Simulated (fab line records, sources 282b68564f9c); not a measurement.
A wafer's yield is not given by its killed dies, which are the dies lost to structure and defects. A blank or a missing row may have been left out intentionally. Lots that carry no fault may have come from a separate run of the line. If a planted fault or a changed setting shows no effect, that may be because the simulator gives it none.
Comparing a struck lot with a sound one -- flow rit-cmos -- 14 steps out of a route of 202
Sound: these wafers, L117.2, L117.5, L117.6. Wafers L107.2, L107.4, L107.6 were the ones struck. The cause is named last.
For every step that has rows: the tool of each side, followed by ch and its chambers, followed by its first start. Under that, the readings that differ: sound wafers -- struck wafers -- difference of the means -- sigmas: that difference in standard deviations of wafers without a fault.
alike: readings whose means differ by less than 2 such deviations, and words and numbers that are the same on both sides. not compared: withheld readings, readings that some wafer has no value for, bounds like >300 that may hide the same value, and numbers for which the record gives no deviation and whose values overlap.
The two part at a step that has a row with sigmas, a row that says differs or no value, or rows on one side only. Numbers that don't overlap but have no deviation are shown without sigmas and don't part them. A reading that every wafer of one side lacks parts them only if that side has two wafers or more.

RIT_CONTACT_STRIP_12: strips in O2, time 180 s.
  sound on plasma-asher-02 ch 0,1, day 8 00:59; struck on plasma-asher-04 ch 0,1, day 6 03:16
  alike: drypump-motor-current-A
  not compared: rf-hours-counter-h
RIT_CONTACT_CD_MEAS_90: target cd 1000 nm.
  sound: cd-sem-01 at day 8 01:11; struck: cd-sem-01 at day 6 03:27
  alike: cd-nm
then, 2 steps without rows for these wafers: RIT_CONTACT_CLEAN_13 (cleans in SC1, time 600 s); RIT_CONTACT_CLEAN_14 (cleans in SC2, time 600 s).
RIT_M1_SPUTTER_00: material Al, target thk 400 nm, time 500 s.
  sound: pvd-sputter-02 at day 8 01:48; struck: pvd-sputter-02 at day 6 03:55
  alike: throttle-valve-pct
RIT_M1_RS_MEAS_01: a four-point-probe measurement.
  sound: film-metro-03 at day 8 02:07; struck: film-metro-03 at day 6 04:14
  alike: M1_AL_RS
RIT_M1_THK_MEAS_02: measures by xrf.
  sound: film-metro-03 at day 8 02:14; struck: film-metro-03 at day 6 04:21
  alike: M1_AL_THK
then, 5 steps without rows for these wafers: RIT_M1_HMDS_03 (prime time 60 s); RIT_M1_COAT_04 (resist thk 1300 nm); RIT_M1_SOFTBAKE_05 (time 60 s); RIT_M1_EXPOSE_06 (exposes mask M12, target cd 2600 nm); RIT_M1_PEB_07.
RIT_M1_DEVELOP_08: develop time 68 s.
  struck on litho-track-04, day 6 05:00; sound on litho-track-04 ch 0, day 8 03:00
  no value came back on the struck wafers for chill-plate-temp-C (C), develop-time-s (s); on the sound wafers chill-plate-temp-C (C) reads 23.06 22.74 22.93
RIT_M1_CD_MEAS_09: target cd 2600 nm.
  sound: cd-sem-02 at day 8 03:22; struck: cd-sem-02 at day 6 05:20
reading,sound,struck,difference,sigmas
cd-nm (nm),2598.6 2599.3 2596.9,- - -,no value on the struck wafers,

## WHERE THEY PART
Earliest at RIT_M1_DEVELOP_08; latest, in this record, at RIT_M1_CD_MEAS_09.

WHY: what the simulator had put in
Beginning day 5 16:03, the whole step at RIT_M1_DEVELOP_08 was skipped on litho-track-04. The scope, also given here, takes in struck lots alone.
